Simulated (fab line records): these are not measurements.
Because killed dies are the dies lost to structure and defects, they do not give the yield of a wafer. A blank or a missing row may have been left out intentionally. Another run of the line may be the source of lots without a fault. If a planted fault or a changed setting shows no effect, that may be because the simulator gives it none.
fab line records / flow berkeleyCmos170 / part 2 of 2: steps 32 to 44 of 44
record lots=5 wafers=15 lastDay=11
route steps=331 shown NWELL@29 PWELL@34 WELLDRIVE@55 ACTIVE@60
lots that met no fault: taken from a fault-free run of the same line
startH: start of the lot's first displayed wafer, in hours after the record's first day / waitH: hours elapsed since this lot's preceding step / " the same as in the row above / L1.1+2: a row that stands for several wafers / - no value present, or no start provided / * or withheld: withheld / < > ~ a bound
route shown NAME@n: a module of which the file shows steps, and the number in the route of the first / usual: mean and standard deviation over wafers with no fault / same: alike in all rows / chamber/n: place in a boat / sites: each site's reading / _std_site: the standard deviation of these / _edge_site: inner sites' mean taken away from outer sites' mean / radiusMm: for every site, how far away it sits from the centre of the wafer / mask NAME#n: copy n / behind: the most recent tool/chamber to have shaped the wafer / hold: why the lot was held/for how many hours/how that ended / device: which transistor (n, p or np) failed to switch / end of line: tests of these same wafers at the route's end / a step with no rows: only its recipe / killed: count of dies lost to structure and defects at first sort (not the wafer's yield) / map: shows each die of a wafer: x if killed, . if not, _ if none is there
set.NAME: the setting the step ran with; set.NAME@STEP: the setting that earlier step ran with / model.NAME: the simulator's own value behind a step, which no gauge read
lots seen at some steps along the route; tables by step, rows by wafer
services: a tool's chamber out of use, with start hour (startH, from the record's first day; less than 0 if before it), hours out, and reason
## steps
# step UCB170_ACTIVE_CLEAN_00
# recipe chemistry=SPM tempC=120 timeS=600
lot.wafer=L076.4+5+6 tool=wetBench-03 chamber=3 startH=78.95 waitH=0.0
lot.wafer=L078.2+3+5 tool=wetBench-03 chamber=2 startH=78.95 waitH=0.0
lot.wafer=L085.2+4+5 tool=wetBench-03 chamber=3 startH=127.10 waitH=0.0
lot.wafer=L091.1+2+5 tool=wetBench-02 chamber=0 startH=156.49 waitH=0.0
lot.wafer=L093.4+5+6 tool=wetBench-03 chamber=3 startH=172.26 waitH=0.0
# step UCB170_ACTIVE_CLEAN_01
# recipe chemistry=dHF dilution=25:1 timeS=60
lot.wafer=L076.4+5+6 tool=wetBench-04 chamber=3 startH=79.14 waitH=0.0
lot.wafer=L078.2+3+5 tool=wetBench-04 chamber=1 startH=79.14 waitH=0.0
lot.wafer=L085.2+4+5 tool=wetBench-03 chamber=0 startH=127.29 waitH=0.0
lot.wafer=L091.1+2+5 tool=wetBench-02 chamber=0 startH=156.70 waitH=0.0
lot.wafer=L093.4+5+6 tool=wetBench-04 chamber=3 startH=172.45 waitH=0.0
# step UCB170_ACTIVE_OXIDATION_02
# recipe tempC=1000 ambient=O2 targetThkA=264 oxTimeS=1260
# usual zonePowerLoadPct=31.6/1.1
lot.wafer=L076.4 tool=furnace-03 chamber=0 startH=81.70 waitH=2.5 zonePowerLoadPct=31.7
lot.wafer=L076.5 tool=furnace-03 chamber=0 startH=81.70 waitH=2.5 zonePowerLoadPct=32.7
lot.wafer=L076.6 tool=furnace-03 chamber=0 startH=81.70 waitH=2.5 zonePowerLoadPct=32.2
lot.wafer=L078.2 tool=furnace-03 chamber=0 startH=81.70 waitH=2.5 zonePowerLoadPct=31.8
lot.wafer=L078.3 tool=furnace-03 chamber=0 startH=81.70 waitH=2.5 zonePowerLoadPct=32.2
lot.wafer=L078.5 tool=furnace-03 chamber=0 startH=81.70 waitH=2.5 zonePowerLoadPct=32.8
lot.wafer=L085.2 tool=furnace-03 chamber=0 startH=133.87 waitH=6.6 zonePowerLoadPct=32.4
lot.wafer=L085.4 tool=furnace-03 chamber=0 startH=133.87 waitH=6.6 zonePowerLoadPct=31.9
lot.wafer=L085.5 tool=furnace-03 chamber=0 startH=133.87 waitH=6.6 zonePowerLoadPct=31.9
lot.wafer=L091.1 tool=furnace-01 chamber=0 startH=160.37 waitH=3.6 zonePowerLoadPct=29.7
lot.wafer=L091.2 tool=furnace-01 chamber=0 startH=160.37 waitH=3.6 zonePowerLoadPct=29.7
lot.wafer=L091.5 tool=furnace-01 chamber=0 startH=160.37 waitH=3.6 zonePowerLoadPct=30.0
lot.wafer=L093.4 tool=furnace-03 chamber=0 startH=173.89 waitH=1.4 zonePowerLoadPct=32.2
lot.wafer=L093.5 tool=furnace-03 chamber=0 startH=173.89 waitH=1.4 zonePowerLoadPct=32.1
lot.wafer=L093.6 tool=furnace-03 chamber=0 startH=173.89 waitH=1.4 zonePowerLoadPct=32.7
# step UCB170_ACTIVE_THK_MEAS_03
# recipe reads=SiO2_of_ACTIVE_OXIDATION_02
# usual ACTIVE_OXIDE_THK=26.4/0.44
lot.wafer=L078.2 tool=filmMetro-01 chamber=- startH=83.06 waitH=0.0 ACTIVE_OXIDE_THK[nm]=26.8
lot.wafer=L078.3 tool=filmMetro-01 chamber=- startH=83.06 waitH=0.0 ACTIVE_OXIDE_THK[nm]=27.4
lot.wafer=L078.5 tool=filmMetro-01 chamber=- startH=83.06 waitH=0.0 ACTIVE_OXIDE_THK[nm]=27.1
lot.wafer=L076.4 tool=filmMetro-03 chamber=- startH=83.08 waitH=0.0 ACTIVE_OXIDE_THK[nm]=26.7
lot.wafer=L076.5 tool=filmMetro-03 chamber=- startH=83.08 waitH=0.0 ACTIVE_OXIDE_THK[nm]=26.5
lot.wafer=L076.6 tool=filmMetro-03 chamber=- startH=83.08 waitH=0.0 ACTIVE_OXIDE_THK[nm]=27.1
lot.wafer=L085.2 tool=filmMetro-01 chamber=- startH=135.23 waitH=0.0 ACTIVE_OXIDE_THK[nm]=26.8
lot.wafer=L085.4 tool=filmMetro-01 chamber=- startH=135.23 waitH=0.0 ACTIVE_OXIDE_THK[nm]=26.8
lot.wafer=L085.5 tool=filmMetro-01 chamber=- startH=135.23 waitH=0.0 ACTIVE_OXIDE_THK[nm]=27.1
lot.wafer=L091.1 tool=filmMetro-04 chamber=- startH=161.72 waitH=0.0 ACTIVE_OXIDE_THK[nm]=26.1
lot.wafer=L091.2 tool=filmMetro-04 chamber=- startH=161.72 waitH=0.0 ACTIVE_OXIDE_THK[nm]=25.8
lot.wafer=L091.5 tool=filmMetro-04 chamber=- startH=161.72 waitH=0.0 ACTIVE_OXIDE_THK[nm]=26.0
lot.wafer=L093.4 tool=filmMetro-01 chamber=- startH=175.27 waitH=0.0 ACTIVE_OXIDE_THK[nm]=25.8
lot.wafer=L093.5 tool=filmMetro-01 chamber=- startH=175.27 waitH=0.0 ACTIVE_OXIDE_THK[nm]=25.9
lot.wafer=L093.6 tool=filmMetro-01 chamber=- startH=175.27 waitH=0.0 ACTIVE_OXIDE_THK[nm]=26.0
# step UCB170_ACTIVE_ANNEAL_04
# recipe tempC=1000 timeS=900 ambient=N2
# usual zonePowerLoadPct=31.8/1.5
lot.wafer=L076.4 tool=furnace-01 chamber=0 startH=86.61 waitH=3.5 zonePowerLoadPct=29.8
lot.wafer=L076.5 tool=furnace-01 chamber=0 startH=86.61 waitH=3.5 zonePowerLoadPct=29.8
lot.wafer=L076.6 tool=furnace-01 chamber=0 startH=86.61 waitH=3.5 zonePowerLoadPct=29.8
lot.wafer=L078.2 tool=furnace-01 chamber=0 startH=86.61 waitH=3.5 zonePowerLoadPct=30.3
lot.wafer=L078.3 tool=furnace-01 chamber=0 startH=86.61 waitH=3.5 zonePowerLoadPct=30.1
lot.wafer=L078.5 tool=furnace-01 chamber=0 startH=86.61 waitH=3.5 zonePowerLoadPct=30.2
lot.wafer=L085.2 tool=furnace-04 chamber=0 startH=140.07 waitH=4.8 zonePowerLoadPct=33.1
lot.wafer=L085.4 tool=furnace-04 chamber=0 startH=140.07 waitH=4.8 zonePowerLoadPct=32.1
lot.wafer=L085.5 tool=furnace-04 chamber=0 startH=140.07 waitH=4.8 zonePowerLoadPct=32.5
lot.wafer=L091.1 tool=furnace-04 chamber=0 startH=164.00 waitH=2.3 zonePowerLoadPct=33.0
lot.wafer=L091.2 tool=furnace-04 chamber=0 startH=164.00 waitH=2.3 zonePowerLoadPct=33.0
lot.wafer=L091.5 tool=furnace-04 chamber=0 startH=164.00 waitH=2.3 zonePowerLoadPct=33.0
lot.wafer=L093.4 tool=furnace-01 chamber=0 startH=177.22 waitH=1.9 zonePowerLoadPct=30.3
lot.wafer=L093.5 tool=furnace-01 chamber=0 startH=177.22 waitH=1.9 zonePowerLoadPct=30.0
lot.wafer=L093.6 tool=furnace-01 chamber=0 startH=177.22 waitH=1.9 zonePowerLoadPct=30.1
# step UCB170_ACTIVE_CVD_05
# recipe material=Si3N4 targetThkNm=220 tempC=800 precursor=SiH2Cl2/NH3 timeS=3300 pressureMtorr=200 sih2cl2FlowSccm=25 nh3FlowSccm=75
# usual pressureMtorr=199.9/0.43 zonePowerLoadPct=19.0/0.71
lot.wafer=L076.4 tool=lpcvd-02 chamber=0 startH=88.42 waitH=0.6 pressureMtorr=200.0 zonePowerLoadPct=17.3
lot.wafer=L076.5 tool=lpcvd-02 chamber=0 startH=88.42 waitH=0.6 pressureMtorr=200.0 zonePowerLoadPct=17.1
lot.wafer=L076.6 tool=lpcvd-02 chamber=0 startH=88.42 waitH=0.6 pressureMtorr=200.1 zonePowerLoadPct=17.6
lot.wafer=L078.2 tool=lpcvd-02 chamber=1 startH=88.42 waitH=0.6 pressureMtorr=199.8 zonePowerLoadPct=19.4
lot.wafer=L078.3 tool=lpcvd-02 chamber=1 startH=88.42 waitH=0.6 pressureMtorr=199.5 zonePowerLoadPct=19.6
lot.wafer=L078.5 tool=lpcvd-02 chamber=1 startH=88.42 waitH=0.6 pressureMtorr=200.1 zonePowerLoadPct=19.4
lot.wafer=L085.2 tool=lpcvd-02 chamber=1 startH=142.60 waitH=1.3 pressureMtorr=199.5 zonePowerLoadPct=19.6
lot.wafer=L085.4 tool=lpcvd-02 chamber=1 startH=142.60 waitH=1.3 pressureMtorr=200.5 zonePowerLoadPct=19.7
lot.wafer=L085.5 tool=lpcvd-02 chamber=1 startH=142.60 waitH=1.3 pressureMtorr=200.4 zonePowerLoadPct=19.3
lot.wafer=L091.1 tool=lpcvd-01 chamber=0 startH=166.70 waitH=1.4 pressureMtorr=200.1 zonePowerLoadPct=19.2
lot.wafer=L091.2 tool=lpcvd-01 chamber=0 startH=166.70 waitH=1.4 pressureMtorr=200.2 zonePowerLoadPct=19.4
lot.wafer=L091.5 tool=lpcvd-01 chamber=0 startH=166.70 waitH=1.4 pressureMtorr=199.9 zonePowerLoadPct=19.4
lot.wafer=L093.4 tool=lpcvd-02 chamber=1 startH=178.47 waitH=0.0 pressureMtorr=200.2 zonePowerLoadPct=19.4
lot.wafer=L093.5 tool=lpcvd-02 chamber=1 startH=178.47 waitH=0.0 pressureMtorr=199.9 zonePowerLoadPct=19.4
lot.wafer=L093.6 tool=lpcvd-02 chamber=1 startH=178.47 waitH=0.0 pressureMtorr=199.9 zonePowerLoadPct=19.4
# step UCB170_ACTIVE_THK_MEAS_06
# recipe reads=Si3N4_of_ACTIVE_CVD_05
# usual ACTIVE_NITRIDE_THK=219.3/2.1
lot.wafer=L076.4 tool=filmMetro-01 chamber=- startH=90.38 waitH=0.0 ACTIVE_NITRIDE_THK[nm]=225.0
lot.wafer=L076.5 tool=filmMetro-01 chamber=- startH=90.38 waitH=0.0 ACTIVE_NITRIDE_THK[nm]=225.0
lot.wafer=L076.6 tool=filmMetro-01 chamber=- startH=90.38 waitH=0.0 ACTIVE_NITRIDE_THK[nm]=225.5
lot.wafer=L078.2 tool=filmMetro-03 chamber=- startH=90.39 waitH=0.1 ACTIVE_NITRIDE_THK[nm]=219.7
lot.wafer=L078.3 tool=filmMetro-03 chamber=- startH=90.39 waitH=0.1 ACTIVE_NITRIDE_THK[nm]=219.7
lot.wafer=L078.5 tool=filmMetro-03 chamber=- startH=90.39 waitH=0.1 ACTIVE_NITRIDE_THK[nm]=220.4
lot.wafer=L085.2 tool=filmMetro-04 chamber=- startH=145.48 waitH=0.0 ACTIVE_NITRIDE_THK[nm]=216.8
lot.wafer=L085.4 tool=filmMetro-04 chamber=- startH=145.48 waitH=0.0 ACTIVE_NITRIDE_THK[nm]=218.1
lot.wafer=L085.5 tool=filmMetro-04 chamber=- startH=145.48 waitH=0.0 ACTIVE_NITRIDE_THK[nm]=218.0
lot.wafer=L091.1 tool=filmMetro-03 chamber=- startH=168.61 waitH=0.0 ACTIVE_NITRIDE_THK[nm]=220.8
lot.wafer=L091.2 tool=filmMetro-03 chamber=- startH=168.61 waitH=0.0 ACTIVE_NITRIDE_THK[nm]=222.5
lot.wafer=L091.5 tool=filmMetro-03 chamber=- startH=168.61 waitH=0.0 ACTIVE_NITRIDE_THK[nm]=220.6
lot.wafer=L093.4 tool=filmMetro-03 chamber=- startH=180.42 waitH=0.0 ACTIVE_NITRIDE_THK[nm]=219.3
lot.wafer=L093.5 tool=filmMetro-03 chamber=- startH=180.42 waitH=0.0 ACTIVE_NITRIDE_THK[nm]=218.6
lot.wafer=L093.6 tool=filmMetro-03 chamber=- startH=180.42 waitH=0.0 ACTIVE_NITRIDE_THK[nm]=219.8
# step UCB170_ACTIVE_HMDS_07
# recipe primeTimeS=60 primeTempC=100
lot.wafer=L078.2+3+5 tool=lithoTrack-02 chamber=0 startH=90.47 waitH=0.1
lot.wafer=L076.4+5+6 tool=lithoTrack-04 chamber=0 startH=90.49 waitH=0.1
lot.wafer=L085.2+4+5 tool=lithoTrack-02 chamber=0 startH=145.71 waitH=0.2
lot.wafer=L091.1+2+5 tool=lithoTrack-02 chamber=0 startH=168.67 waitH=0.1
lot.wafer=L093.4+5+6 tool=lithoTrack-03 chamber=0 startH=180.52 waitH=0.1
# step UCB170_ACTIVE_COAT_08
# recipe resist=KrF spinRpm=1500 resistThkNm=900
lot.wafer=L078.2+3+5 tool=lithoTrack-02 chamber=0 startH=90.62 waitH=0.1
lot.wafer=L076.4+5+6 tool=lithoTrack-04 chamber=0 startH=90.64 waitH=0.1
lot.wafer=L085.2+4+5 tool=lithoTrack-02 chamber=0 startH=145.86 waitH=0.1
lot.wafer=L091.1+2+5 tool=lithoTrack-02 chamber=0 startH=168.82 waitH=0.1
lot.wafer=L093.4+5+6 tool=lithoTrack-03 chamber=0 startH=180.67 waitH=0.1
# step UCB170_ACTIVE_SOFTBAKE_09
# recipe resist=KrF tempC=130 timeS=60
# usual heaterPowerTotalW=56.80/0.047
lot.wafer=L078.2 tool=lithoTrack-02 chamber=0 startH=90.77 waitH=0.1 heaterPowerTotalW=56.78
lot.wafer=L078.3 tool=lithoTrack-02 chamber=0 startH=90.77 waitH=0.1 heaterPowerTotalW=56.87
lot.wafer=L078.5 tool=lithoTrack-02 chamber=0 startH=90.77 waitH=0.1 heaterPowerTotalW=56.82
lot.wafer=L076.4 tool=lithoTrack-04 chamber=0 startH=90.79 waitH=0.1 heaterPowerTotalW=56.80
lot.wafer=L076.5 tool=lithoTrack-04 chamber=0 startH=90.79 waitH=0.1 heaterPowerTotalW=56.85
lot.wafer=L076.6 tool=lithoTrack-04 chamber=0 startH=90.79 waitH=0.1 heaterPowerTotalW=56.82
lot.wafer=L085.2 tool=lithoTrack-02 chamber=0 startH=146.01 waitH=0.1 heaterPowerTotalW=56.86
lot.wafer=L085.4 tool=lithoTrack-02 chamber=0 startH=146.01 waitH=0.1 heaterPowerTotalW=56.88
lot.wafer=L085.5 tool=lithoTrack-02 chamber=0 startH=146.01 waitH=0.1 heaterPowerTotalW=56.80
lot.wafer=L091.1 tool=lithoTrack-02 chamber=0 startH=168.97 waitH=0.1 heaterPowerTotalW=56.70
lot.wafer=L091.2 tool=lithoTrack-02 chamber=0 startH=168.97 waitH=0.1 heaterPowerTotalW=56.80
lot.wafer=L091.5 tool=lithoTrack-02 chamber=0 startH=168.97 waitH=0.1 heaterPowerTotalW=56.89
lot.wafer=L093.4 tool=lithoTrack-03 chamber=0 startH=180.82 waitH=0.1 heaterPowerTotalW=56.73
lot.wafer=L093.5 tool=lithoTrack-03 chamber=0 startH=180.82 waitH=0.1 heaterPowerTotalW=56.85
lot.wafer=L093.6 tool=lithoTrack-03 chamber=0 startH=180.82 waitH=0.1 heaterPowerTotalW=56.80
# step UCB170_ACTIVE_EXPOSE_10
# recipe maskId=ACTIVE targetCdNm=1200 na=0.5 sigmaOuter=0.6 sourceShape=conventional doseMj=20
lot.wafer=L076.4+5+6 tool=krfScanner-02 chamber=0 startH=90.92 waitH=0.1 mask=ACTIVE#0
lot.wafer=L078.2+3+5 tool=krfScanner-02 chamber=0 startH=91.11 waitH=0.3 mask=ACTIVE#0
lot.wafer=L085.2+4+5 tool=krfScanner-02 chamber=0 startH=146.27 waitH=0.2 mask=ACTIVE#0
lot.wafer=L091.1+2+5 tool=krfScanner-02 chamber=0 startH=169.12 waitH=0.1 mask=ACTIVE#0
lot.wafer=L093.4+5+6 tool=krfScanner-01 chamber=0 startH=181.32 waitH=0.5 mask=ACTIVE#0
# step UCB170_ACTIVE_PEB_11
# recipe pebTempC=130 pebTimeS=withheld resist=KrF
# usual heaterPowerTotalW=56.81/0.04
lot.wafer=L076.4 tool=lithoTrack-03 chamber=0 startH=91.31 waitH=0.4 heaterPowerTotalW=56.81
lot.wafer=L076.5 tool=lithoTrack-03 chamber=0 startH=91.31 waitH=0.4 heaterPowerTotalW=56.81
lot.wafer=L076.6 tool=lithoTrack-03 chamber=0 startH=91.31 waitH=0.4 heaterPowerTotalW=56.82
lot.wafer=L078.2 tool=lithoTrack-03 chamber=0 startH=91.54 waitH=0.4 heaterPowerTotalW=56.79
lot.wafer=L078.3 tool=lithoTrack-03 chamber=0 startH=91.54 waitH=0.4 heaterPowerTotalW=56.79
lot.wafer=L078.5 tool=lithoTrack-03 chamber=0 startH=91.54 waitH=0.4 heaterPowerTotalW=56.82
lot.wafer=L085.2 tool=lithoTrack-03 chamber=0 startH=146.43 waitH=0.1 heaterPowerTotalW=56.75
lot.wafer=L085.4 tool=lithoTrack-03 chamber=0 startH=146.43 waitH=0.1 heaterPowerTotalW=56.79
lot.wafer=L085.5 tool=lithoTrack-03 chamber=0 startH=146.43 waitH=0.1 heaterPowerTotalW=56.82
lot.wafer=L091.1 tool=lithoTrack-02 chamber=0 startH=169.24 waitH=0.1 heaterPowerTotalW=56.84
lot.wafer=L091.2 tool=lithoTrack-02 chamber=0 startH=169.24 waitH=0.1 heaterPowerTotalW=56.80
lot.wafer=L091.5 tool=lithoTrack-02 chamber=0 startH=169.24 waitH=0.1 heaterPowerTotalW=56.76
lot.wafer=L093.4 tool=lithoTrack-04 chamber=0 startH=181.45 waitH=0.1 heaterPowerTotalW=56.82
lot.wafer=L093.5 tool=lithoTrack-04 chamber=0 startH=181.45 waitH=0.1 heaterPowerTotalW=56.84
lot.wafer=L093.6 tool=lithoTrack-04 chamber=0 startH=181.45 waitH=0.1 heaterPowerTotalW=56.80
# step UCB170_ACTIVE_DEVELOP_12
# recipe developer=TMAH developTimeS=45 resist=KrF devTempC=21
lot.wafer=L076.4+5+6 tool=lithoTrack-03 chamber=0 startH=- waitH=-
lot.wafer=L078.2+3+5 tool=lithoTrack-03 chamber=0 startH=- waitH=-
lot.wafer=L085.2+4+5 tool=lithoTrack-03 chamber=0 startH=- waitH=-
lot.wafer=L091.1+2+5 tool=lithoTrack-02 chamber=0 startH=- waitH=-
lot.wafer=L093.4+5+6 tool=lithoTrack-04 chamber=0 startH=- waitH=-
## services
tool=krfScanner-02 chamber=- startH=21.06 hours=1.0 kind=pm
tool=krfScanner-01 chamber=- startH=23.62 hours=0.8 kind=pm
tool=plasmaAsher-04 chamber=- startH=25.95 hours=0.3 kind=repair
tool=wetBench-02 chamber=- startH=31.89 hours=2.3 kind=repair
tool=implanter-01 chamber=- startH=43.53 hours=5.8 kind=repair
tool=implanter-04 chamber=- startH=46.12 hours=6.2 kind=pm
tool=krfScanner-01 chamber=- startH=50.24 hours=0.7 kind=repair
tool=rieDiel-01 chamber=1 startH=51.33 hours=17.1 kind=repair
tool=krfScanner-01 chamber=- startH=58.72 hours=4.0 kind=pm
tool=implanter-04 chamber=- startH=68.74 hours=16.1 kind=repair
tool=furnace-04 chamber=- startH=70.24 hours=3.0 kind=pm
tool=krfScanner-02 chamber=- startH=70.35 hours=0.8 kind=pm
tool=krfScanner-01 chamber=- startH=72.98 hours=1.0 kind=pm
tool=krfScanner-01 chamber=- startH=80.24 hours=1.3 kind=pm
tool=furnace-02 chamber=- startH=83.75 hours=2.5 kind=pm
tool=krfScanner-01 chamber=- startH=90.11 hours=3.9 kind=repair
tool=furnace-02 chamber=- startH=100.51 hours=37.9 kind=repair
tool=krfScanner-01 chamber=- startH=105.61 hours=0.1 kind=repair
tool=krfScanner-02 chamber=- startH=107.21 hours=1.3 kind=pm
tool=plasmaAsher-04 chamber=- startH=108.77 hours=9.0 kind=pm
tool=krfScanner-02 chamber=- startH=109.38 hours=0.4 kind=repair
tool=krfScanner-02 chamber=- startH=144.38 hours=0.3 kind=repair
tool=furnace-02 chamber=- startH=145.95 hours=4.2 kind=pm
tool=plasmaAsher-04 chamber=- startH=164.98 hours=2.8 kind=pm
